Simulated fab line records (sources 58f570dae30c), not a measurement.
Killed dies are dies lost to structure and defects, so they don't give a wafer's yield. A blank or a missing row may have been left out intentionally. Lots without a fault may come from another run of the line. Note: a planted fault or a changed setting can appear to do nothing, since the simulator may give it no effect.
8D (eight disciplines) problem report, filled in by code || flow berkeleyCmos170 || the parts of the form that need people (team, actions taken, sign-off) are left out

== 1. THE PROBLEM ==
Across 6 wafers from 2 lots, PFIELD_TW at UCB170_PFIELD_TW_MEAS_09 averages 677, while fault-free wafers read 610 with a standard deviation of 6.5. That is +10 standard deviations from the usual mean.
Seen first at day 5 14:32 on filmMetro-02, wafer L330.3. The record has a number at this step for 42 wafers belonging to 14 lots. Rule for "out" (also "out of limits"): further than 4 standard deviations from the usual mean. The rest of the wafers with a number are treated as sound.

== 2. WHAT IT IS, AND WHAT IT ISN'T ==
{"question": "which readings at this step", "is": "PFIELD_TW", "is not": "-"}
{"question": "which lots", "is": "L330, L333", "is not": "L326, L327, L328, L329, L335, L340, L343, L344, L345, L346, L347, L348"}
{"question": "which wafers of those lots", "is": "all that have a number", "is not": "-"}
{"question": "read on which gauges", "is": "filmMetro-02, filmMetro-04", "is not": "filmMetro-01"}
{"question": "when", "is": "from day 5 14:32", "is not": "up to then (12 sound wafers); but 24 sound wafers of L335, L340, L343, L344, L345, L346, L347, L348 came after"}

== 3. THE SUSPECTS, EACH WITH WHAT RULES IT OUT ==
Counting: a tool stays on the suspect list if, at a process step up to the reading, it processed all lots that are out and no sound lot following the first of them.
- the gauge at UCB170_PFIELD_TW_MEAS_09 is ruled out. Those wafers that are out were read across 2 gauges (filmMetro-02, filmMetro-04).
- implanter-03 at UCB170_PFIELD_IMPLANT_07: ruled out as a lasting fault. The sound lots L348 went through it after L330, its earliest lot that is out (day 5 14:19).
Left after counting: nothing in the record.

== 4. THE CAUSE (what the simulator had put in) ==
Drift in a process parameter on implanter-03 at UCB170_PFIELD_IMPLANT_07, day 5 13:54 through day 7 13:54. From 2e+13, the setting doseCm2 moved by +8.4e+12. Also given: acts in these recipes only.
The count ruled it out by mistake, since the rule takes a fault to strike every lot its tool runs from the start of the fault on, and this one did not do so.

== 5. SEQUENCE OF EFFECTS, ordered by route ==
One row per reading whose mean, taken over the struck wafers that have a number, lies over 3 standard deviations from the usual. Readings are gone through only where the record gives a usual standard deviation; hours: the median, over the lots, of the time from a lot's start at the first step in this table giving one to that lot's start at this step; sigmas: the change measured in usual standard deviations.
{"hours": 0, "step": "UCB170_PFIELD_IMPLANT_07", "reading": "doseIonsCm2", "usual": 2.0004e+13, "on struck wafers": 2.8394e+13, "change": "+8.3898e+12", "sigmas": "+99 or more"}
{"hours": 0, "step": "UCB170_PFIELD_IMPLANT_07", "reading": "faradayCurrentUA", "usual": 63.4, "on struck wafers": 90.1, "change": "+26.7", "sigmas": "+21"}
{"hours": 0, "step": "UCB170_PFIELD_TW_MEAS_09", "reading": "PFIELD_TW", "usual": 610, "on struck wafers": 677, "change": "+67", "sigmas": "+10"}
It contains these process steps:
- UCB170_PFIELD_IMPLANT_07

== 6. HOW IT WOULD HAVE BEEN CAUGHT EARLIER ==
In this record the first reading out of limits at a measuring or inspecting step was taken at day 5 14:32, 1 hour after the fault began at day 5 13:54.
At UCB170_PFIELD_IMPLANT_07, the tool's own readings (doseIonsCm2, faradayCurrentUA) were out on each struck wafer the step has a row for, so an alarm limit on them would have fired on the first such wafer.
